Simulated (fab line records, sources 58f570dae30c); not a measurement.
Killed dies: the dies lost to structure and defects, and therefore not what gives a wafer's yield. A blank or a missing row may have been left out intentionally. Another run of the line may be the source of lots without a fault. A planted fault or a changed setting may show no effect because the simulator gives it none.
8D (eight disciplines) problem report, filled in by code	flow berkeley-cmos170	the parts of the form that need people (team, actions taken, sign-off) are left out

== 1. WHAT WENT WRONG ==
Mean CONTACT_PSG_THK at UCB170_CONTACT_THK_MEAS_02: 573 nm over 6 wafers in 2 lots; fault-free wafers: 700 nm, standard deviation 7.7. Measured from the usual mean, that is -17 standard deviations.
First observed at day 10 23:11: wafer L673.1, on film-metro-04. The record has a number at this step for 42 wafers belonging to 14 lots. Rule for "out" (also "out of limits"): further than 4 standard deviations from the usual mean. All remaining wafers that have a number are taken as sound.

== 2. WHAT IT IS; WHAT IT IS NOT ==
question	is	is not
which readings at this step	CONTACT_PSG_THK	-
which lots	L673, L674	L663, L664, L665, L675, L676, L679, L680, L681, L682, L683, L684, L685
which wafers of those lots	all that have a number	-
read on which gauges	film-metro-02, film-metro-04	film-metro-01
when	from day 10 23:11	up to then (9 sound wafers); but 27 sound wafers of L675, L676, L679, L680, L681, L682, L683, L684, L685 came after

== 3. WHAT RULES OUT EACH SUSPECT ==
Counting: a tool stays on the suspect list if, at a process step up to the reading, it processed all lots that are out and no sound lot following the first of them.
- ruled out: the gauge at UCB170_CONTACT_THK_MEAS_02. The wafers that are out were read on 2 gauges (film-metro-02, film-metro-04).
- lpcvd-01 at UCB170_CONTACT_CVD_01 (deposits PSG from SiH4/O2/PH3, target thk 700 nm, time 2820 s): kept. Every lot that is out went through it, starting with L673 (day 10 21:23), and after that it ran no sound lot; the last sound lot it ran before then is L665 (day 8 21:20). Its own readings are out on those wafers: sih4-flow-sccm.
Left after counting: lpcvd-01 at UCB170_CONTACT_CVD_01.

== 4. THE CAUSE (what the simulator had put in) ==
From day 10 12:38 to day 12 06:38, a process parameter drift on lpcvd-01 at UCB170_CONTACT_CVD_01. From 60, the setting sih4-flow-sccm moved by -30. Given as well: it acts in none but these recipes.
After counting, this tool was the only one left.

== 5. SEQUENCE OF EFFECTS, ordered by route ==
One row per reading whose mean, taken over the struck wafers that have a number, lies over 3 standard deviations from the usual. Scope: only readings with a usual standard deviation given in the record; hours: median across lots of the time from each lot's start at the first step in this table that gives one to its start at this step; sigmas: change in usual standard deviations.
hours	step	reading	usual	on struck wafers	change	sigmas
0	UCB170_CONTACT_CVD_01	sih4-flow-sccm	60.03 sccm	30.17	-29.86	-99 or more
2	UCB170_CONTACT_THK_MEAS_02	CONTACT_PSG_THK	700 nm	573	-127	-17
-	UCB170_CONTACT_ETCH_18	oes-product-au	0.893 a.u.	0.805	-0.088	-5.5
Its process steps:
- UCB170_CONTACT_CVD_01: deposits PSG from SiH4/O2/PH3, target thk 700 nm, time 2820 s.
- UCB170_CONTACT_ETCH_18: etches PSG in CHF3/CF4/Ar, stops on TiSi2, target depth 840 nm, time 195 s.
Later measuring or inspecting steps at which every struck wafer that the step has a row for has a number for every such reading, and none has moved that far: UCB170_M1_RS_MEAS_01, UCB170_V1_THK_MEAS_04.

== 6. HOW IT WOULD HAVE BEEN CAUGHT EARLIER ==
The first out-of-limits reading at a measuring or inspecting step in this record came at day 10 23:11, 11 hours after the fault's start at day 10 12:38.
At UCB170_CONTACT_CVD_01, the tool's own readings (sih4-flow-sccm) were out on each struck wafer the step has a row for, so an alarm limit on them would have fired on the first such wafer.
By day 10 23:11, every lot that is out (2) had started UCB170_CONTACT_CVD_01 on lpcvd-01. Holding the tool at that point would not have protected any of them.
